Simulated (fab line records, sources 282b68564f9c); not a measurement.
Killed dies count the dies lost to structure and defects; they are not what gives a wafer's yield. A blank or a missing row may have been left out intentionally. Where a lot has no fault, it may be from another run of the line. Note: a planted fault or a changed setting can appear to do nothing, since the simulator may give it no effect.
A lot that was struck, set against a sound lot	flow ritCmos	17 out of 202 route steps
Sound: the wafers L303.2, L303.3, L303.6. Wafers struck: L309.1, L309.2, L309.6. The cause is named last.
Each step with rows lists, per side, the tool, then ch with its chambers, then its first start. Under that, the readings that differ: sound wafers	struck wafers	difference of the means	sigmas: that difference in standard deviations of wafers without a fault.
alike: readings whose means differ by less than 2 such deviations, and words and numbers that are the same on both sides. not compared: withheld readings, readings that some wafer has no value for, bounds like >300 that may hide the same value, and numbers for which the record gives no deviation and whose values overlap.
Wherever a step has rows on one side only, a row that says differs or no value, or a row with sigmas, the two part there. Numbers that have no deviation but don't overlap get no sigmas and don't part them. Lack of a reading on every wafer of one side parts them only where that side has two or more wafers.

first, 2 steps without rows for these wafers: RIT_NRETRO_HARDBAKE_07 (time 120 s); RIT_NRETRO_IMPLANT_08.
RIT_NRETRO_STRIP_09: strips in O2, time 180 s.
  sound on plasmaAsher-03 ch 0,1, day 2 17:22; struck on plasmaAsher-03 ch 0,1, day 3 22:31
  alike: drypumpMotorCurrentA
  not compared: rfHoursCounterH
RIT_NRETRO_TW_MEAS_10:
  sound on filmMetro-04, day 2 17:33; struck on filmMetro-02, day 3 22:41
  alike: NRETRO_TW
then, 6 steps without rows for these wafers: RIT_PRETRO_HMDS_00 (prime time 60 s); RIT_PRETRO_COAT_01 (resist thk 1300 nm); RIT_PRETRO_SOFTBAKE_02 (time 60 s); RIT_PRETRO_EXPOSE_03 (exposes mask M5, target cd 43700 nm); RIT_PRETRO_PEB_04; RIT_PRETRO_DEVELOP_05 (develop time 68 s).
RIT_PRETRO_OVL_MEAS_06:
  sound on overlay-02, day 2 18:32; struck on overlay-01, day 3 23:46
  alike: PRETRO_OVL
then, 1 step without rows for these wafers: RIT_PRETRO_HARDBAKE_07 (time 120 s).
RIT_PRETRO_IMPLANT_08:
  sound on implanter-02 ch 0, day 2 18:51; struck on implanter-02 ch 0, day 4 00:02
reading	sound	struck	difference	sigmas
doseIonsCm2	1.1983e+13 1.2022e+13 1.2002e+13	8.055e+12 8.056e+12 8.069e+12	-3.942e+12	-99 or more
faradayCurrentUA	38.0 40.2 38.8	26.3 25.1 25.6	-13.3	-18
RIT_PRETRO_STRIP_09: strips in O2, time 180 s.
  sound on plasmaAsher-02 ch 0,1, day 2 18:58; struck on plasmaAsher-04 ch 0,1, day 4 00:11
  alike: drypumpMotorCurrentA
  not compared: rfHoursCounterH
RIT_PRETRO_TW_MEAS_10:
  sound on filmMetro-04, day 2 19:10; struck on filmMetro-03, day 4 00:22
reading	sound	struck	difference	sigmas
PRETRO_TW	472.0 471.6 473.2	422.9 420.3 423.2	-50.1	-19
then, 1 step without rows for these wafers: RIT_GATE_WET_ETCH_00 (etches SiO2 in BOE, target depth 56 nm, time 60 s).
RIT_M1_PROBE_99:
  sound on prober-02, day 3 20:19; struck on prober-02, day 5 02:40
reading	sound	struck	difference	sigmas
model.etest.nmos_0p3.rOnOhmUm	2220 2194 2172	2015 2041 2034	-165	
model.etest.nmos_0p15.rOnOhmUm	1157 1150 1093	1058 1089 1073	-60	
model.etest.nmosTurned.driveUaUm	325.2 325.7 336.3	382.5 379.1 382.6	+52.3	
model.etest.nmos_0p15.driveUaUm	453.3 455.6 475.8	511.5 508.1 511.4	+48.8	
model.etest.nmos_0p3.driveUaUm	215.3 216.5 219.8	248.7 249.6 246	+30.9	
model.etest.nmosNarrow.driveUaUm	216.2 219.8 222	247.8 246.7 248.3	+28.3	
model.etest.nmos_0p15.offLog10AUm	-10.43 -10.21 -9.94	-8.992 -8.827 -8.871	+1.297	
model.etest.retroEdgeNmos.offLog10AUm	-10.23 -10.02 -9.879	-8.963 -8.786 -8.665	+1.238	
  alike: killed_at_M0_to_M3, killedAtContacts, killedAtFrontEnd, killedDies, killedOpen, killedShort

## WHERE THEY PART
Earliest at RIT_PRETRO_IMPLANT_08; latest, in this record, at RIT_PRETRO_TW_MEAS_10. Later steps at which nothing parts them and some readings are alike: RIT_M1_PROBE_99.

WHY: what the simulator had put in
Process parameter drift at RIT_PRETRO_IMPLANT_08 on implanter-02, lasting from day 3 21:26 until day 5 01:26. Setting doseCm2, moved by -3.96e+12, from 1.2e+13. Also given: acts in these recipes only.
